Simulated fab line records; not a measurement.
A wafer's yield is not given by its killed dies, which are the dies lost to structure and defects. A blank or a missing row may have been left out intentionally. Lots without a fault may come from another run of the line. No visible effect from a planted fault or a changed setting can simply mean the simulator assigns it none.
One fault through the eyes of 2 desks	flow berkeley cmos170	only its own numbers are on each desk; what lay behind them is given at the end

== FOR THE TOOL OWNER'S DESK: implanter-04 ==
The tool's own readings at UCB170_PLDD_IMPLANT_09: means of the sampled wafers that have a number, for each lot that ran on this tool. If a lot's mean is further than 4 standard deviations from the usual mean, the lot is out of limits and carries the mark OUT (the distance appears in the brackets).
Columns: A = dose ions cm2 at UCB170_PLDD_IMPLANT_09, usual 5e+13; B = faraday current uA at UCB170_PLDD_IMPLANT_09, usual 159; C = tilt deg at UCB170_PLDD_IMPLANT_09, usual 7.001 degrees
lot	first seen here	A	B	C
L541	day 7 10:09	5e+13	161	7.016
L544	day 7 18:41	5e+13	158	7.015
L545	day 8 14:05	5e+13	159	7.006
L546	day 8 14:42	4e+13 (-99 or more) OUT	115 (-14) OUT	7.006
L550	day 9 09:13	4e+13 (-99 or more) OUT	114 (-15) OUT	7.003
L558	day 11 18:31	5e+13	158	6.993
L562	day 11 22:05	5e+13	155	6.953
L563	day 12 09:57	5e+13	159	7.011
This desk's finding: out of limits on L546, L550; first on L546, day 8 14:42 (dose ions cm2 at UCB170_PLDD_IMPLANT_09). Within limits: L541, L544, L545, L558, L562, L563.

== FROM THE METROLOGY DESK ==
Lot by lot, what the gauges showed, no matter which tool ran the lot: averages of those sampled wafers that carry a number. If a lot's mean is further than 4 standard deviations from the usual mean, the lot is out of limits and carries the mark OUT (the distance appears in the brackets).
Columns: A = PLDD_TW at UCB170_PLDD_TW_MEAS_11, usual 1000; B = PLDD_RS at UCB170_SDANNEAL_RS_MEAS_04, usual 1030 ohm/sq
lot	first seen here	A	B
L541	day 7 10:24	990	1031
L543	day 7 18:39	990	1035
L544	day 7 18:56	993	1027
L545	day 8 14:19	1001	1027
L547	day 8 14:46	1006	1029
L546	day 8 14:57	957 (-7.0) OUT	1157 (+35) OUT
L548	day 8 15:11	1001	1033
L550	day 9 09:26	958 (-6.8) OUT	1167 (+38) OUT
L558	day 11 18:46	996	1026
L559	day 11 19:11	995	1030
L561	day 11 22:04	1008	1034
L562	day 11 22:20	1004	1027
L564	day 12 09:47	990	1028
L563	day 12 10:11	1003	1027
Per this desk, out of limits: L546, L550; the first was L546, day 8 14:57 (PLDD_TW at UCB170_PLDD_TW_MEAS_11). Within limits: L541, L543, L544, L545, L547, L548, L558, L559, L561, L562, L564, L563.

== BROUGHT TOGETHER ==
The tool owner's desk could have raised an alarm at day 8 14:42, on L546, L550.
At day 8 14:57 the metrology desk could have sounded an alarm, on L546, L550.
Of the lots named, all ran UCB170_PLDD_IMPLANT_09 on implanter-04.

== WHAT THE SIMULATOR PUT IN ==
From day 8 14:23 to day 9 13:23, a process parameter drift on implanter-04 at UCB170_PLDD_IMPLANT_09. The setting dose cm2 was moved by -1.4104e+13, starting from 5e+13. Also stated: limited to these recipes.
Struck lots among those shown: L546, L550.
Time in hours from fault onset to the first out-of-limits reading at each desk: tool owner's desk 0, metrology desk 1.
